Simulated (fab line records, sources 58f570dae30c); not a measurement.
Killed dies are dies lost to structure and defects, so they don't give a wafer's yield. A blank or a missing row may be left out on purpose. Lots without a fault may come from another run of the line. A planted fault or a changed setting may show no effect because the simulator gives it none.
One fault seen from 2 desks | flow berkeley_cmos170 | each desk has only its own numbers; what lay behind them comes last

THE TOOL OWNER'S DESK: litho_track-04
The tool's own readings at UCB170_M2_PEB_13: means of the sampled wafers that have a number, for each lot that ran on this tool. A lot is out of limits, marked OUT, if its mean lies more than 4 standard deviations from the usual mean; the brackets give that distance.
Columns: A = plate_temp_C at UCB170_M2_PEB_13, usual 130.02 C
lot  | first seen here | A
L949 | day 8 08:55     | 129.96
L948 | day 8 09:16     | 130.01
L950 | day 8 09:28     | 130.20
L967 | day 12 10:37    | 130.05
L966 | day 12 10:53    | 130.18
This desk's finding: nothing out of limits on any of the 5 lots.

THE METROLOGY DESK
What the gauges read, lot by lot, whatever tool the lot ran on: means of the sampled wafers that have a number. A lot is out of limits, marked OUT, if its mean lies more than 4 standard deviations from the usual mean; the brackets give that distance.
Columns: A = V1_POLISHED_THK at UCB170_V1_THK_MEAS_04, usual 1000.3 nm; B = cd_nm at UCB170_M2_CD_MEAS_15, usual 700.0 nm; C = V2_POLISHED_THK at UCB170_V2_THK_MEAS_04, usual 1000.0 nm
lot  | first seen here | A      | B                | C
L945 | day 7 02:35     | 999.9  | 699.8            | 1000.3
L947 | day 7 10:17     | 999.9  | 700.6            | 998.9
L946 | day 7 10:22     | 998.8  | 700.1            | 999.4
L949 | day 8 03:31     | 999.7  | 702.7            | 1000.0
L950 | day 8 03:31     | 1001.3 | 693.4 (-4.7) OUT | 1000.4
L948 | day 8 03:50     | 999.9  | 692.4 (-5.4) OUT | 998.8
L952 | day 8 17:12     | 1001.3 | 701.0            | 1001.2
L951 | day 8 17:13     | 1000.3 | 701.0            | 1000.7
L960 | day 10 06:53    | 1000.2 | 696.6            | 999.6
L963 | day 11 01:44    | 1000.0 | 697.7            | 1001.2
L965 | day 11 01:44    | 1000.6 | 701.0            | 1001.1
L968 | day 12 04:18    | 1000.6 | 698.9            | 999.6
L966 | day 12 04:36    | 999.8  | 701.3            | 999.2
L967 | day 12 04:36    | 999.3  | 698.9            | 1000.0
This desk's finding: out of limits on L948, L950; first on L948, day 8 09:32 (cd_nm at UCB170_M2_CD_MEAS_15). In limits: L945, L947, L946, L949, L952, L951, L960, L963, L965, L968, L966, L967.

PUT TOGETHER
The metrology desk could have raised an alarm at day 8 09:32, on L948, L950.
The tool owner's desk saw nothing out of limits.
The tool owner's desk has L948, L950 on record, within its limits.
Of the lots named, all ran UCB170_M2_PEB_13 on litho_track-04.

WHAT THE SIMULATOR HAD PUT IN
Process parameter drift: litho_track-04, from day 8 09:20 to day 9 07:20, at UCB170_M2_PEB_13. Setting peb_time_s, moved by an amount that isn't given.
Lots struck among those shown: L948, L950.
Hours from the fault's start to each desk's first reading out of limits: the metrology desk, 0.
